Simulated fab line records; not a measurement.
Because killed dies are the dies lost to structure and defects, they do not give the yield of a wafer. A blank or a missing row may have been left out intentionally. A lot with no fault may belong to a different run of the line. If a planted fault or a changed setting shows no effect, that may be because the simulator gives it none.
Which tool was responsible? ; flow ritCmos ; 21 wafers from 7 lots sampled at 2 of the route's 202 steps

## WHAT THE GAUGES SHOWED, per wafer
RIT_PWELL_OVL_MEAS_06.
lot;measured;on;PWELL_OVL (nm)
L196;day 2 05:06;overlay-01;-1.0 -1.6 -1.9
L198;day 2 15:49;overlay-02;-1.1 -0.3 -0.7
L200;day 3 01:43;overlay-01;2.5 1.4 1.4
L203;day 3 14:28;overlay-02;- - - - - -
L208;day 4 21:19;overlay-01;0.2 -0.5 0.0
L210;day 5 01:47;overlay-01;0.5 2.1 0.8
L214;day 6 08:47;overlay-02;0.8 -1.2 1.5

## WHICH TOOL RAN EACH LOT (tool, then ch and the chambers of the sampled wafers, then the start)
lot;RIT_PWELL_EXPOSE_03
L196;ilineStepper-02 ch 0, day 2 04:41
L198;ilineStepper-02 ch 0, day 2 15:23
L200;ilineStepper-02 ch 0, day 3 01:17
L203;ilineStepper-01 ch 0, day 3 13:59
L208;ilineStepper-02 ch 0, day 4 20:53
L210;ilineStepper-02 ch 0, day 5 01:22
L214;ilineStepper-02 ch 0, day 6 08:22
- RIT_PWELL_EXPOSE_03: exposes mask M3, target cd 43700 nm.

## THE ANSWER, worked out from the rows above alone
Rule: what is usual is taken from the lots themselves. Put in order of their means at a reading, lots are off if they are a third of the lots or fewer, leave a main group of 4 or more, and stand apart from it by a gap of 3 or more times the standard deviation of the main group's means; of several such gaps the widest counts. Not used: any main group whose means are identical at the precision the tables above print for the reading. Also off: a lot with no number at a reading for which 4 or more lots have one. Where the step has rows for the other lots, those lots are counted as sound.
Off: L203, at RIT_PWELL_OVL_MEAS_06 (PWELL_OVL). Without a number there: L203. Main group: mean 0.2 nm, sd 1.1.
A tool fits if, at a process step before that reading, it ran every lot that is off, and no sound lot after the first of them. Gauges at RIT_PWELL_OVL_MEAS_06: tried the same way as those tools. One fits: ilineStepper-01 at RIT_PWELL_EXPOSE_03. It ran no sound lot before its first lot that is off in this sample, so the start can't be narrowed down.

## WHAT THE SIMULATOR HAD INSERTED
Scanner matching overlay: ilineStepper-01, from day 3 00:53 on, at RIT_PWELL_EXPOSE_03. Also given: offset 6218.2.
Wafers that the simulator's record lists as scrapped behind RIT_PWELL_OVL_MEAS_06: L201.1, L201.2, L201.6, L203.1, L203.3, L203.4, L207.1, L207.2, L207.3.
Shown lots that were struck: L203. The same result came from the rule above.
